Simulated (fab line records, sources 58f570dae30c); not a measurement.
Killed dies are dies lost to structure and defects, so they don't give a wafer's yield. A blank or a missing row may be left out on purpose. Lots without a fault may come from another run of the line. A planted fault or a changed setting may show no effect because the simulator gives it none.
One fault seen from 2 desks | flow berkeley_cmos170 | each desk has only its own numbers; what lay behind them comes last

THE TOOL OWNER'S DESK: implanter-02
The tool's own readings at UCB170_NVT_IMPLANT_07: means of the sampled wafers that have a number, for each lot that ran on this tool. A lot is out of limits, marked OUT, if its mean lies more than 4 standard deviations from the usual mean; the brackets give that distance.
Columns: A = beam_energy_keV at UCB170_NVT_IMPLANT_07, usual 49.997; B = dose_ions_cm2 at UCB170_NVT_IMPLANT_07, usual 3.001e+12; C = faraday_current_uA at UCB170_NVT_IMPLANT_07, usual 9.51
lot  | first seen here | A      | B                   | C
L162 | day 5 06:22     | 49.993 | 3.006e+12           | 9.57
L167 | day 6 07:52     | 49.985 | 3.002e+12           | 9.54
L170 | day 7 02:39     | 50.007 | 2.998e+12           | 9.51
L173 | day 8 00:07     | 50.006 | 3.002e+12           | 9.48
L179 | day 9 02:32     | 50.002 | 3.181e+12 (+53) OUT | 10.15
L180 | day 9 11:22     | 50.005 | 3.179e+12 (+52) OUT | 10.19
This desk's finding: out of limits on L179, L180; first on L179, day 9 02:32 (dose_ions_cm2 at UCB170_NVT_IMPLANT_07). In limits: L162, L167, L170, L173.

THE METROLOGY DESK
What the gauges read, lot by lot, whatever tool the lot ran on: means of the sampled wafers that have a number. A lot is out of limits, marked OUT, if its mean lies more than 4 standard deviations from the usual mean; the brackets give that distance.
Columns: A = NVT_TW at UCB170_NVT_TW_MEAS_09, usual 524.5
lot  | first seen here | A
L162 | day 5 06:37     | 528.2
L164 | day 5 13:40     | 524.6
L163 | day 5 13:55     | 527.5
L167 | day 6 08:07     | 529.5
L165 | day 6 08:15     | 523.5
L169 | day 6 22:44     | 524.6
L170 | day 7 02:53     | 520.1
L172 | day 7 15:19     | 523.4
L173 | day 8 00:22     | 523.1
L179 | day 9 02:47     | 531.7
L181 | day 9 11:14     | 529.0
L180 | day 9 11:37     | 536.5 (+4.0) OUT
L184 | day 10 07:19    | 527.1
L185 | day 10 07:32    | 522.6
This desk's finding: out of limits on L180; first on L180, day 9 11:37 (NVT_TW at UCB170_NVT_TW_MEAS_09). In limits: L162, L164, L163, L167, L165, L169, L170, L172, L173, L179, L181, L184, L185.

PUT TOGETHER
The tool owner's desk could have raised an alarm at day 9 02:32, on L179, L180.
The metrology desk could have raised an alarm at day 9 11:37, on L180.
The metrology desk has L179 on record, within its limits.
Of the lots named, all ran UCB170_NVT_IMPLANT_07 on implanter-02.

WHAT THE SIMULATOR HAD PUT IN
Process parameter drift: implanter-02, from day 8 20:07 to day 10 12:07, at UCB170_NVT_IMPLANT_07. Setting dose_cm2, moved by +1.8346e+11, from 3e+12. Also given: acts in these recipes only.
Lots struck among those shown: L179, L180.
Hours from the fault's start to each desk's first reading out of limits: the tool owner's desk, 6; the metrology desk, 16.
